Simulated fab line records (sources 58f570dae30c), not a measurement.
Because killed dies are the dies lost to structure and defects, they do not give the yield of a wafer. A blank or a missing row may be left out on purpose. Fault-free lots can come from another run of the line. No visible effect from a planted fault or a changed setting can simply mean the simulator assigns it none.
Split-lot study    flow berkeley_cmos170    route with 331 steps; 5 lots, 23 wafers read

## SPLIT DETAILS
At UCB170_V1_EXPOSE_09 (exposes mask VIA1, target cd 700 nm), the setting dose_mj was moved away from the recipe's 37 on 4 of the 23 wafers read, by -4.1% to +4.3%. For the rest of the wafers, this setting stayed at what the recipe calls for.

## FROM THE SPLIT TO THE READING: what the file shows between them, 5 steps
- UCB170_V1_PEB_10
- UCB170_V1_DEVELOP_11: develop time 45 s
- UCB170_V1_CD_MEAS_12: target cd 700 nm
- UCB170_V1_ETCH_14: etches SiO2 in CHF3/CF4/Ar, stops on Al, target depth 1250 nm, time 291 s
- UCB170_V1_STRIP_15: strips in O2

## THE READING
cd_nm, in nm, at UCB170_V1_CD_MEAS_90 (target cd 700 nm). Fault-free wafers of this fab line usually give 699.8 nm, standard deviation 2.2 nm.

wafer   tool, chamber at the split  dose_mj as run  against the recipe  cd_nm, nm  against lot-mates on the recipe
L074.1  krf_scanner-02, 0           37              recipe              697.6      -
L074.2  krf_scanner-02, 0           37              recipe              701.0      -
L074.3  krf_scanner-02, 0           37              recipe              702.2      -
L074.5  krf_scanner-02, 0           37              recipe              700.6      -
L074.6  krf_scanner-02, 0           37              recipe              699.9      -
L078.2  krf_scanner-02, 0           37              recipe              703.1      -
L078.3  krf_scanner-02, 0           37              recipe              700.0      -
L078.4  krf_scanner-02, 0           37              recipe              702.5      -
L078.5  krf_scanner-02, 0           37              recipe              700.9      -
L078.6  krf_scanner-02, 0           37              recipe              700.2      -
L077.1  krf_scanner-01, 0           37              recipe              699.6      -
L077.4  krf_scanner-01, 0           37              recipe              699.2      -
L077.6  krf_scanner-01, 0           37              recipe              701.1      -
L079.1  krf_scanner-01, 0           37              recipe              699.4      -
L079.2  krf_scanner-01, 0           37              recipe              700.6      -
L079.3  krf_scanner-01, 0           35.48           -4.1%               692.0      -8.3
L079.4  krf_scanner-01, 0           37              recipe              700.9      -
L079.6  krf_scanner-01, 0           35.48           -4.1%               693.3      -7.0
L085.1  krf_scanner-01, 0           38.59           +4.3%               704.5      +8.1
L085.3  krf_scanner-01, 0           37              recipe              695.7      -
L085.4  krf_scanner-01, 0           37              recipe              697.6      -
L085.5  krf_scanner-01, 0           37              recipe              695.8      -
L085.6  krf_scanner-01, 0           38.59           +4.3%               703.6      +7.2

THE FIT
A straight line over all 23 wafers: cd_nm changes by +1.35 nm for each +1% of dose_mj; r = +0.78; the points scatter about the line by 2 nm.
The same after taking each lot's own level away (the mean of its wafers on the recipe; 23 wafers): +1.82 nm for each +1%; r = +0.95; scatter 1.1 nm.
Per that fit: largest dose_mj move, reading shift of 7.8 nm.
From 696.37 to 701.34 nm: that is the span of the lots' own levels, equal to 2.3 times the standard deviation above.
So the lot-to-lot level blurs the effect unless lot-mates are compared.
Check: with one of the wafers moved furthest among these (+4.3%) left out of the fit, the line predicts +7.67 nm for it against its lot-mates. It came out at +8.13 nm against them.

## ADDITIONAL SPLITS CARRIED BY THESE WAFERS
These wafers also went through other splits before the reading. Each is held against what the fit with the lots' levels taken away leaves over:
other split on the same wafers  wafers away from the commonest value  r with cd_nm (lot level and that fit taken away)
UCB170_M1_PEB_07 peb_temp_c     7                                     +0.29
UCB170_V1_CVD_00 time_s         5                                     +0.12

## THE WHOLE CHAIN: every reading that the file lists as answering this split, in the file's order
step                  what it does                                                               reading                                                    change (the file's fit)               r (the file's)
UCB170_V1_CD_MEAS_12  target cd 700 nm                                                           cd_nm                                                      +1.73 nm for each +1% of the setting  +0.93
UCB170_V1_ETCH_14     etches SiO2 in CHF3/CF4/Ar, stops on Al, target depth 1250 nm, time 291 s  V1.cd_nm (the simulator's own value, which no gauge read)  +1.83 nm for each +1% of the setting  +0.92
UCB170_V1_CD_MEAS_90  target cd 700 nm                                                           cd_nm                                                      +1.82 nm for each +1% of the setting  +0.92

## FILE'S OWN FIT
cd_nm changes by +1.82 nm for each +1% of dose_mj, r = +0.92.
